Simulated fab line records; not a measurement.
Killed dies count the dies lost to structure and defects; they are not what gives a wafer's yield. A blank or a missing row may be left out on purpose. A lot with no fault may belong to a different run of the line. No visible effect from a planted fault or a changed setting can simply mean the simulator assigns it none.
Code-filled problem report in 8D (eight disciplines) form || flow berkeley-cmos170 || the parts of the form that need people (team, actions taken, sign-off) are left out

## 1. THE PROBLEM
M3_AL_RS at UCB170_M3_RS_MEAS_02 reads a mean of 0.0344 ohm/sq on 1 wafer of 1 lot; wafers without a fault read 0.0322 ohm/sq with a standard deviation of 0.0004. That is +5.5 standard deviations from the usual mean.
The step: measures by four-point-probe.
The first sign was on wafer L776.4 at day 11 14:50, on film-metro-02. The record has a number at this step for 39 wafers belonging to 13 lots. The rule behind "out" and "out of limits": a value lying over 4 standard deviations away from the usual mean. The other wafers with a number count as sound.

## 2. WHAT IT IS AND WHAT IT IS NOT
{"question": "which readings at this step", "is": "M3_AL_RS", "is not": "-"}
{"question": "which lots", "is": "L776", "is not": "L763, L764, L765, L766, L767, L772, L773, L781, L783, L784, L785, L786"}
{"question": "which wafers of those lots", "is": "L776.4", "is not": "L776.2, L776.3"}
{"question": "read on which gauges", "is": "film-metro-02", "is not": "film-metro-03, film-metro-04"}
{"question": "when", "is": "from day 11 14:50", "is not": "up to then (23 sound wafers); but 15 sound wafers of L781, L783, L784, L785, L786 came after"}

## 3. THE SUSPECTS, EACH WITH WHAT RULES IT OUT
Counting: any tool at a process step up to the reading remains a suspect provided it ran every lot that is out. Sound lots after the first of them don't rule it out here, since some wafers of a struck lot are sound.
- the gauge at UCB170_M3_RS_MEAS_02: kept. All the wafers that are out were read on film-metro-02, and no step on other tools shows them out.
- plasma-asher-04 at UCB170_V2_STRIP_15 (strips in O2): kept. The lot that is out, L776, ran on it at day 11 14:24; the last sound lot it ran before that was L773, at day 10 22:53.
- pvd-sputter-02 at UCB170_M3_SPUTTER_01 (material Al, target thk 900 nm, time 120 s): kept. The lot that is out, L776, ran on it at day 11 14:44; the last sound lot it ran before that was L772, at day 10 13:28.
plasma-asher-04 at UCB170_V2_STRIP_15, pvd-sputter-02 at UCB170_M3_SPUTTER_01 and film-metro-02 at UCB170_M3_RS_MEAS_02 are what is left after counting.

## 4. THE CAUSE (what the simulator had put in)
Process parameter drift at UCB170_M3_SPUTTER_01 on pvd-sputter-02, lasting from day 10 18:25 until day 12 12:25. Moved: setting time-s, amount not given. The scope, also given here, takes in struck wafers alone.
Of the 3 suspects that counting leaves, this tool is one.

## 5. THE EFFECT CHAIN, in route order
Rows list readings where the struck wafers' mean (over those with a number) sits beyond 3 standard deviations from the usual. Readings are gone through only where the record gives a usual standard deviation; hours: the median, over the lots, of the time from a lot's start at the first step in this table giving one to that lot's start at this step; sigmas: the change measured in usual standard deviations.
{"hours": 0, "step": "UCB170_M3_RS_MEAS_02", "reading": "M3_AL_RS", "usual": "0.0322 ohm/sq", "on struck wafers": 0.0344, "change": "+0.0022", "sigmas": "+5.5"}
{"hours": 0, "step": "UCB170_M3_THK_MEAS_03", "reading": "M3_AL_THK", "usual": "888 nm", "on struck wafers": 835, "change": -53, "sigmas": -4.8}

## 6. HOW IT WOULD HAVE BEEN CAUGHT EARLIER
In this record the first reading out of limits at a measuring or inspecting step was taken at day 11 14:50, 20 hours after the fault began at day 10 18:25.
Tool readings at UCB170_M3_SPUTTER_01 with a usual standard deviation given in the record: none out on any struck wafer, hence no alarm at a limit of 4 standard deviations on them.
Each of the lots that are out, 1 in all, had begun UCB170_M3_SPUTTER_01 on pvd-sputter-02 no later than day 11 14:50. None of them would have been spared by holding the tool at that moment.
